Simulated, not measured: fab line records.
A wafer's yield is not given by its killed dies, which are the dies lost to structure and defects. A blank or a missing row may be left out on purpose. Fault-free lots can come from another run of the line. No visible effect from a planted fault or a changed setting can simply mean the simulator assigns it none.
Check for tools in common / flow berkeley cmos170 / Sample size 14 lots and 48 wafers

## WHY IT WAS OPENED
UCB170_PWELL_TW_MEAS_17, reading PWELL_TW: flagged on 2 of 14 lots. Fault-free wafers read 379, with a standard deviation of 4.5.
Rule: a lot is flagged in two cases, either no wafer of it has a number, or all its wafers with numbers fall more than 4 standard deviations from that mean. As for the other lots, they are considered sound.

lot=L901; measured=day 4 00:47; on=film metro-01; PWELL_TW, wafer by wafer=381 382 383; flag=
lot=L903; measured=day 4 15:59; on=film metro-01; PWELL_TW, wafer by wafer=382 382 381; flag=
lot=L902; measured=day 4 16:14; on=film metro-04; PWELL_TW, wafer by wafer=382 381 382; flag=
lot=L906; measured=day 5 05:50; on=film metro-01; PWELL_TW, wafer by wafer=379 378 379; flag=
lot=L909; measured=day 5 16:42; on=film metro-02; PWELL_TW, wafer by wafer=369 369 372; flag=
lot=L911; measured=day 5 17:01; on=film metro-01; PWELL_TW, wafer by wafer=382 380 380; flag=
lot=L907; measured=day 5 17:15; on=film metro-02; PWELL_TW, wafer by wafer=371 372 373; flag=
lot=L910; measured=day 5 17:36; on=film metro-02; PWELL_TW, wafer by wafer=369 371 370; flag=
lot=L914; measured=day 6 19:53; on=film metro-02; PWELL_TW, wafer by wafer=375 376 376; flag=
lot=L917; measured=day 6 20:59; on=film metro-01; PWELL_TW, wafer by wafer=423 423 424 424 422 423; flag=FLAGGED
lot=L919; measured=day 7 09:50; on=film metro-04; PWELL_TW, wafer by wafer=428 426 428 428 427 427; flag=FLAGGED
lot=L920; measured=day 7 10:07; on=film metro-01; PWELL_TW, wafer by wafer=382 383 381; flag=
lot=L922; measured=day 7 22:06; on=film metro-02; PWELL_TW, wafer by wafer=374 374 374; flag=
lot=L923; measured=day 8 04:17; on=film metro-01; PWELL_TW, wafer by wafer=381 381 379; flag=
Average over the flagged lots: 425; offset from the usual +46, equal to +10 standard deviations.

## TOOL THAT RAN EACH LOT
The record holds 2 process steps before the reading, out of a route of 331 steps. Every cell lists first the tool, next ch and the chambers used by the sampled wafers, and last the start.
lot=L901; flag=; UCB170_ZERO_STRIP_07=plasma asher-03 ch 0,1, day 1 19:58; UCB170_PWELL_IMPLANT_15=implanter-02 ch 0, day 4 00:32
lot=L903; flag=; UCB170_ZERO_STRIP_07=plasma asher-01 ch 0,1, day 2 12:19; UCB170_PWELL_IMPLANT_15=implanter-01 ch 0, day 4 15:44
lot=L902; flag=; UCB170_ZERO_STRIP_07=plasma asher-04 ch 0,1, day 2 12:35; UCB170_PWELL_IMPLANT_15=implanter-02 ch 0, day 4 15:59
lot=L906; flag=; UCB170_ZERO_STRIP_07=plasma asher-04 ch 0,1, day 3 01:49; UCB170_PWELL_IMPLANT_15=implanter-01 ch 0, day 5 05:35
lot=L909; flag=; UCB170_ZERO_STRIP_07=plasma asher-04 ch 0,1, day 4 00:02; UCB170_PWELL_IMPLANT_15=implanter-04 ch 0, day 5 16:27
lot=L911; flag=; UCB170_ZERO_STRIP_07=plasma asher-01 ch 0,1, day 4 00:20; UCB170_PWELL_IMPLANT_15=implanter-01 ch 0, day 5 16:48
lot=L907; flag=; UCB170_ZERO_STRIP_07=plasma asher-01 ch 0,1, day 3 15:33; UCB170_PWELL_IMPLANT_15=implanter-02 ch 0, day 5 17:00
lot=L910; flag=; UCB170_ZERO_STRIP_07=plasma asher-03 ch 0,1, day 4 00:16; UCB170_PWELL_IMPLANT_15=implanter-04 ch 0, day 5 17:21
lot=L914; flag=; UCB170_ZERO_STRIP_07=plasma asher-03 ch 0,1, day 5 02:14; UCB170_PWELL_IMPLANT_15=implanter-02 ch 0, day 6 19:38
lot=L917; flag=FLAGGED; UCB170_ZERO_STRIP_07=plasma asher-01 ch 0,1, day 5 09:56; UCB170_PWELL_IMPLANT_15=implanter-02 ch 0, day 6 20:46
lot=L919; flag=FLAGGED; UCB170_ZERO_STRIP_07=plasma asher-01 ch 0,1, day 5 19:14; UCB170_PWELL_IMPLANT_15=implanter-02 ch 0, day 7 09:35
lot=L920; flag=; UCB170_ZERO_STRIP_07=plasma asher-01 ch 0,1, day 5 19:29; UCB170_PWELL_IMPLANT_15=implanter-01 ch 0, day 7 09:53
lot=L922; flag=; UCB170_ZERO_STRIP_07=plasma asher-04 ch 0,1, day 6 07:53; UCB170_PWELL_IMPLANT_15=implanter-04 ch 0, day 7 21:51
lot=L923; flag=; UCB170_ZERO_STRIP_07=plasma asher-01 ch 0,1, day 6 15:16; UCB170_PWELL_IMPLANT_15=implanter-04 ch 0, day 8 04:05
What the steps here do:
- UCB170_ZERO_STRIP_07: strips in O2.
- UCB170_PWELL_IMPLANT_15
- UCB170_PWELL_TW_MEAS_17

## FLAGGED OVER TOTAL, TOOL BY TOOL (the gauges that took the reading come last)
step=UCB170_ZERO_STRIP_07; tool=plasma asher-01; lots run=7; flagged=2; share of the flagged lots=all; sound lots run after its first flagged lot=2 (L920,L923)
step=UCB170_ZERO_STRIP_07; tool=plasma asher-03; lots run=3; flagged=0; share of the flagged lots=none; sound lots run after its first flagged lot=-
step=UCB170_ZERO_STRIP_07; tool=plasma asher-04; lots run=4; flagged=0; share of the flagged lots=none; sound lots run after its first flagged lot=-
step=UCB170_PWELL_IMPLANT_15; tool=implanter-01; lots run=4; flagged=0; share of the flagged lots=none; sound lots run after its first flagged lot=-
step=UCB170_PWELL_IMPLANT_15; tool=implanter-02; lots run=6; flagged=2; share of the flagged lots=all; sound lots run after its first flagged lot=0
step=UCB170_PWELL_IMPLANT_15; tool=implanter-04; lots run=4; flagged=0; share of the flagged lots=none; sound lots run after its first flagged lot=-
step=UCB170_PWELL_TW_MEAS_17; tool=film metro-01; lots run=7; flagged=1; share of the flagged lots=some; sound lots run after its first flagged lot=2 (L920,L923)
step=UCB170_PWELL_TW_MEAS_17; tool=film metro-02; lots run=5; flagged=0; share of the flagged lots=none; sound lots run after its first flagged lot=-
step=UCB170_PWELL_TW_MEAS_17; tool=film metro-04; lots run=2; flagged=1; share of the flagged lots=some; sound lots run after its first flagged lot=0

## WHAT IS ALLOWED BY THE TABLE
Rows of the table that ran all the flagged lots, 2 in number: plasma asher-01 at UCB170_ZERO_STRIP_07; implanter-02 at UCB170_PWELL_IMPLANT_15.
- plasma asher-01 at UCB170_ZERO_STRIP_07 ran 7 lots, 2 of them flagged. After the first flagged lot (L920, L923), sound lots still ran on it; a lasting fault on the whole tool would not permit that.
- implanter-02 at UCB170_PWELL_IMPLANT_15 ran 6 lots, 2 of them flagged. It ran its last sound lot, L914, at day 6 19:38 and its first flagged lot, L917, at day 6 20:46: a fault with its onset between the two fits. Its own readings lie more than 4 standard deviations out on every wafer of the flagged lots: dose ions cm2, faraday current uA.
One tool is left: implanter-02 at UCB170_PWELL_IMPLANT_15.

## WHAT WAS PUT IN BY THE SIMULATOR
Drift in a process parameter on implanter-02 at UCB170_PWELL_IMPLANT_15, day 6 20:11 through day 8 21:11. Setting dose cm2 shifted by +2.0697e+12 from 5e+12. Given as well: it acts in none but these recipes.
Struck lots among those shown: L917, L919. The rule above found the same.
